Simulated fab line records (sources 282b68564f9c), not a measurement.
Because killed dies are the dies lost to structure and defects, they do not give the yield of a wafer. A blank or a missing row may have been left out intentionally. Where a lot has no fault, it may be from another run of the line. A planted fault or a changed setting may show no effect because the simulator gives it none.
Which tool did it? :: flow rit-cmos :: 13 lots, 39 wafers sampled, at 6 steps of a route of 202

## WHAT THE GAUGES SHOWED, per wafer
RIT_NWELL_OVL_MEAS_06. Usual: for NWELL_OVL the level is -0.6 nm and the standard deviation is 1.2.
lot: L162
measured: day 1 21:17
on: overlay-02
NWELL_OVL (nm): -2.4 -2.2 -2.8
flag: 

lot: L164
measured: day 2 08:12
on: overlay-01
NWELL_OVL (nm): -1.0 0.7 -1.4
flag: 

lot: L165
measured: day 2 13:40
on: overlay-01
NWELL_OVL (nm): -0.5 -1.5 -0.8
flag: 

lot: L166
measured: day 2 22:52
on: overlay-01
NWELL_OVL (nm): -0.2 0.0 0.7
flag: 

lot: L167
measured: day 3 02:14
on: overlay-02
NWELL_OVL (nm): -0.9 0.5 -0.5
flag: 

lot: L168
measured: day 3 06:58
on: overlay-02
NWELL_OVL (nm): -1.9 -0.3 -3.0
flag: 

lot: L169
measured: day 3 10:37
on: overlay-01
NWELL_OVL (nm): 0.4 -1.3 -1.3
flag: 

lot: L170
measured: day 3 15:00
on: overlay-01
NWELL_OVL (nm): -1.9 -1.9 -1.0
flag: 

lot: L171
measured: day 3 20:14
on: overlay-01
NWELL_OVL (nm): -2.4 -2.5 -2.6
flag: 

lot: L173
measured: day 4 05:39
on: overlay-01
NWELL_OVL (nm): -2.5 -2.8 -1.2
flag: 

lot: L174
measured: day 4 10:27
on: overlay-02
NWELL_OVL (nm): 0.0 -0.9 -0.6
flag: 

lot: L180
measured: day 5 16:55
on: overlay-02
NWELL_OVL (nm): 0.3 -0.6 0.1
flag: 

lot: L185
measured: day 6 18:20
on: overlay-02
NWELL_OVL (nm): -1.3 -0.5 -1.0
flag: 

RIT_WELLDRIVE_RS_MEAS_01: the measuring method here is four-point-probe. Usual: for NWELL_RS the level is 279.5 ohm/sq and the standard deviation is 0.76.
lot: L162
measured: day 2 05:16
on: film-metro-01
NWELL_RS (ohm/sq): 279.0 279.5 279.5
flag: 

lot: L164
measured: day 2 17:04
on: film-metro-01
NWELL_RS (ohm/sq): 278.8 278.9 279.1
flag: 

lot: L165
measured: day 2 23:52
on: film-metro-03
NWELL_RS (ohm/sq): 281.1 280.1 279.5
flag: 

lot: L166
measured: day 3 06:19
on: film-metro-02
NWELL_RS (ohm/sq): 278.4 279.1 279.5
flag: 

lot: L167
measured: day 3 12:08
on: film-metro-01
NWELL_RS (ohm/sq): 279.7 280.8 280.1
flag: 

lot: L168
measured: day 3 15:31
on: film-metro-01
NWELL_RS (ohm/sq): 279.4 279.2 279.1
flag: 

lot: L169
measured: day 3 19:25
on: film-metro-03
NWELL_RS (ohm/sq): 278.5 279.7 279.1
flag: 

lot: L170
measured: day 4 00:26
on: film-metro-01
NWELL_RS (ohm/sq): 280.8 279.5 279.4
flag: 

lot: L171
measured: day 4 05:10
on: film-metro-02
NWELL_RS (ohm/sq): 278.2 277.3 278.1
flag: 

lot: L173
measured: day 4 13:53
on: film-metro-01
NWELL_RS (ohm/sq): 280.3 279.9 279.7
flag: 

lot: L174
measured: day 4 17:49
on: film-metro-03
NWELL_RS (ohm/sq): 280.0 281.0 280.4
flag: 

lot: L180
measured: day 6 01:05
on: film-metro-03
NWELL_RS (ohm/sq): 279.1 279.4 278.9
flag: 

lot: L185
measured: day 7 02:05
on: film-metro-03
NWELL_RS (ohm/sq): 279.2 280.2 280.3
flag: 

RIT_PSD_TW_MEAS_10. Usual: for PSD_TW the level is 3422 and the standard deviation is 14.
lot: L162
measured: day 3 03:55
on: film-metro-04
PSD_TW: 3414 3418 3417
flag: 

lot: L164
measured: day 3 17:27
on: film-metro-04
PSD_TW: 3415 3401 3410
flag: 

lot: L165
measured: day 4 00:03
on: film-metro-02
PSD_TW: 3418 3416 3439
flag: 

lot: L166
measured: day 4 04:14
on: film-metro-02
PSD_TW: 3404 3405 3407
flag: 

lot: L167
measured: day 4 09:25
on: film-metro-02
PSD_TW: 3406 3403 3419
flag: 

lot: L168
measured: day 4 12:50
on: film-metro-03
PSD_TW: 3404 3432 3389
flag: 

lot: L169
measured: day 4 17:58
on: film-metro-02
PSD_TW: 3444 3420 3422
flag: 

lot: L170
measured: day 5 02:08
on: film-metro-02
PSD_TW: 3438 3429 3438
flag: 

lot: L171
measured: day 5 03:55
on: film-metro-02
PSD_TW: 3423 3421 3427
flag: 

lot: L173
measured: day 5 15:20
on: film-metro-04
PSD_TW: 3433 3420 3439
flag: 

lot: L174
measured: day 5 17:21
on: film-metro-04
PSD_TW: 3444 3421 3412
flag: 

lot: L180
measured: day 6 23:41
on: film-metro-04
PSD_TW: 3448 3435 3431
flag: 

lot: L185
measured: day 7 22:26
on: film-metro-03
PSD_TW: 3432 3422 3443
flag: 

RIT_M1_RS_MEAS_01: the measuring method here is four-point-probe. Usual: for M1_AL_RS the level is 0.0750 ohm/sq and the standard deviation is 0.00078.
lot: L162
measured: day 3 08:03
on: film-metro-03
M1_AL_RS (ohm/sq): 0.0757 0.0755 0.0760
flag: 

lot: L164
measured: day 3 21:37
on: film-metro-02
M1_AL_RS (ohm/sq): 0.0745 0.0747 0.0748
flag: 

lot: L165
measured: day 4 04:12
on: film-metro-04
M1_AL_RS (ohm/sq): 0.0754 0.0754 0.0754
flag: 

lot: L166
measured: day 4 08:14
on: film-metro-02
M1_AL_RS (ohm/sq): 0.0743 0.0750 0.0738
flag: 

lot: L167
measured: day 4 13:32
on: film-metro-03
M1_AL_RS (ohm/sq): 0.0750 0.0752 0.0756
flag: 

lot: L168
measured: day 4 16:59
on: film-metro-02
M1_AL_RS (ohm/sq): 0.0755 0.0751 0.0761
flag: 

lot: L169
measured: day 4 22:03
on: film-metro-03
M1_AL_RS (ohm/sq): 0.0757 0.0751 0.0754
flag: 

lot: L170
measured: day 5 06:10
on: film-metro-04
M1_AL_RS (ohm/sq): 0.0751 0.0739 0.0752
flag: 

lot: L171
measured: day 5 08:07
on: film-metro-04
M1_AL_RS (ohm/sq): 0.0756 0.0756 0.0760
flag: 

lot: L173
measured: day 5 19:29
on: film-metro-04
M1_AL_RS (ohm/sq): 0.0749 0.0737 0.0738
flag: 

lot: L174
measured: day 5 21:28
on: film-metro-04
M1_AL_RS (ohm/sq): 0.0743 0.0734 0.0740
flag: 

lot: L180
measured: day 7 03:41
on: film-metro-03
M1_AL_RS (ohm/sq): 0.0752 0.0757 0.1426 0.0755 0.0758 0.1429
flag: OFF

lot: L185
measured: day 8 02:28
on: film-metro-04
M1_AL_RS (ohm/sq): 0.0762 0.0762 0.0766
flag: 

RIT_M1_THK_MEAS_02: measures by xrf. Usual: for M1_AL_THK the level is 389 nm and the standard deviation is 4.2.
lot: L162
measured: day 3 08:10
on: film-metro-03
M1_AL_THK (nm): 386 387 384
flag: 

lot: L164
measured: day 3 21:43
on: film-metro-02
M1_AL_THK (nm): 390 390 391
flag: 

lot: L165
measured: day 4 04:19
on: film-metro-04
M1_AL_THK (nm): 386 384 384
flag: 

lot: L166
measured: day 4 08:21
on: film-metro-02
M1_AL_THK (nm): 393 390 393
flag: 

lot: L167
measured: day 4 13:40
on: film-metro-03
M1_AL_THK (nm): 390 388 389
flag: 

lot: L168
measured: day 4 17:06
on: film-metro-02
M1_AL_THK (nm): 385 389 382
flag: 

lot: L169
measured: day 4 22:10
on: film-metro-03
M1_AL_THK (nm): 387 393 390
flag: 

lot: L170
measured: day 5 06:17
on: film-metro-04
M1_AL_THK (nm): 390 396 388
flag: 

lot: L171
measured: day 5 08:14
on: film-metro-04
M1_AL_THK (nm): 386 383 382
flag: 

lot: L173
measured: day 5 19:35
on: film-metro-04
M1_AL_THK (nm): 391 392 393
flag: 

lot: L174
measured: day 5 21:35
on: film-metro-04
M1_AL_THK (nm): 392 399 394
flag: 

lot: L180
measured: day 7 05:24
on: film-metro-03
M1_AL_THK (nm): 390 387 209 386 385 209
flag: OFF

lot: L185
measured: day 8 02:35
on: film-metro-04
M1_AL_THK (nm): 381 382 379
flag: 

## EACH LOT AND THE TOOL THAT RAN IT (in order: tool; ch and the chambers of the sampled wafers; start)
lot: L162
RIT_M1_SPUTTER_00: pvd-sputter-02, day 3 07:46

lot: L164
RIT_M1_SPUTTER_00: pvd-sputter-02, day 3 21:17

lot: L165
RIT_M1_SPUTTER_00: pvd-sputter-01, day 4 03:54

lot: L166
RIT_M1_SPUTTER_00: pvd-sputter-02, day 4 07:56

lot: L167
RIT_M1_SPUTTER_00: pvd-sputter-01, day 4 13:15

lot: L168
RIT_M1_SPUTTER_00: pvd-sputter-02, day 4 16:41

lot: L169
RIT_M1_SPUTTER_00: pvd-sputter-01, day 4 21:44

lot: L170
RIT_M1_SPUTTER_00: pvd-sputter-04, day 5 05:52

lot: L171
RIT_M1_SPUTTER_00: pvd-sputter-01, day 5 07:48

lot: L173
RIT_M1_SPUTTER_00: pvd-sputter-01, day 5 19:10

lot: L174
RIT_M1_SPUTTER_00: pvd-sputter-02, day 5 21:11

lot: L180
RIT_M1_SPUTTER_00: pvd-sputter-01, day 7 03:23

lot: L185
RIT_M1_SPUTTER_00: pvd-sputter-04, day 8 02:09
- RIT_M1_SPUTTER_00: material Al, target thk 400 nm, time 500 s.

## AS READ BY THE TOOLS THEMSELVES (means over the sampled wafers that have a number; for cases with no such wafer, the mark the record gives instead)
RIT_M1_SPUTTER_00. Usual: substrate-temp-c 25.00 C, standard deviation 0.1; throttle-valve-pct 29.9 %, standard deviation 1.5.
lot: L162
tool: pvd-sputter-02
substrate-temp-c (C): 24.95
throttle-valve-pct (%): 30.2
flag: 

lot: L164
tool: pvd-sputter-02
substrate-temp-c (C): 25.09
throttle-valve-pct (%): 29.3
flag: 

lot: L165
tool: pvd-sputter-01
substrate-temp-c (C): 25.12
throttle-valve-pct (%): 29.8
flag: 

lot: L166
tool: pvd-sputter-02
substrate-temp-c (C): 25.02
throttle-valve-pct (%): 28.9
flag: 

lot: L167
tool: pvd-sputter-01
substrate-temp-c (C): 25.03
throttle-valve-pct (%): 29.4
flag: 

lot: L168
tool: pvd-sputter-02
substrate-temp-c (C): 24.98
throttle-valve-pct (%): 29.2
flag: 

lot: L169
tool: pvd-sputter-01
substrate-temp-c (C): 25.02
throttle-valve-pct (%): 30.7
flag: 

lot: L170
tool: pvd-sputter-04
substrate-temp-c (C): 25.00
throttle-valve-pct (%): 30.1
flag: 

lot: L171
tool: pvd-sputter-01
substrate-temp-c (C): 25.03
throttle-valve-pct (%): 28.4
flag: 

lot: L173
tool: pvd-sputter-01
substrate-temp-c (C): 24.95
throttle-valve-pct (%): 29.2
flag: 

lot: L174
tool: pvd-sputter-02
substrate-temp-c (C): 25.03
throttle-valve-pct (%): 29.2
flag: 

lot: L180
tool: pvd-sputter-01
substrate-temp-c (C): 25.01
throttle-valve-pct (%): 29.8
flag: 

lot: L185
tool: pvd-sputter-04
substrate-temp-c (C): 24.90
throttle-valve-pct (%): 29.8
flag: 

## THE ANSWER, worked out from the rows above alone
Rule: lot off if the mean of its wafers having a number is beyond 3 standard deviations from the usual mean. A lot without any number at a reading at which 4 lots or more have one is off too. Any other lot the step has rows for is counted as sound. After the gauges, taken in route order, come the tools' own readings; for these a lot's mean is taken, as printed above. The first step at which some lot is off is used, and at that step the reading that is off furthest; a lot without a number counts as furthest.
Off: L180, seen at RIT_M1_RS_MEAS_01 (M1_AL_RS).
If a tool, at a process step before that reading, ran all the lots that are off and no sound lot after the first of them, it fits. Gauges at RIT_M1_RS_MEAS_01: tried the same way as those tools. This does not decide it: 2 tools fit, namely pvd-sputter-01 at RIT_M1_SPUTTER_00 and film-metro-03 at RIT_M1_RS_MEAS_01.

## WHAT HAD BEEN PUT IN BY THE SIMULATOR
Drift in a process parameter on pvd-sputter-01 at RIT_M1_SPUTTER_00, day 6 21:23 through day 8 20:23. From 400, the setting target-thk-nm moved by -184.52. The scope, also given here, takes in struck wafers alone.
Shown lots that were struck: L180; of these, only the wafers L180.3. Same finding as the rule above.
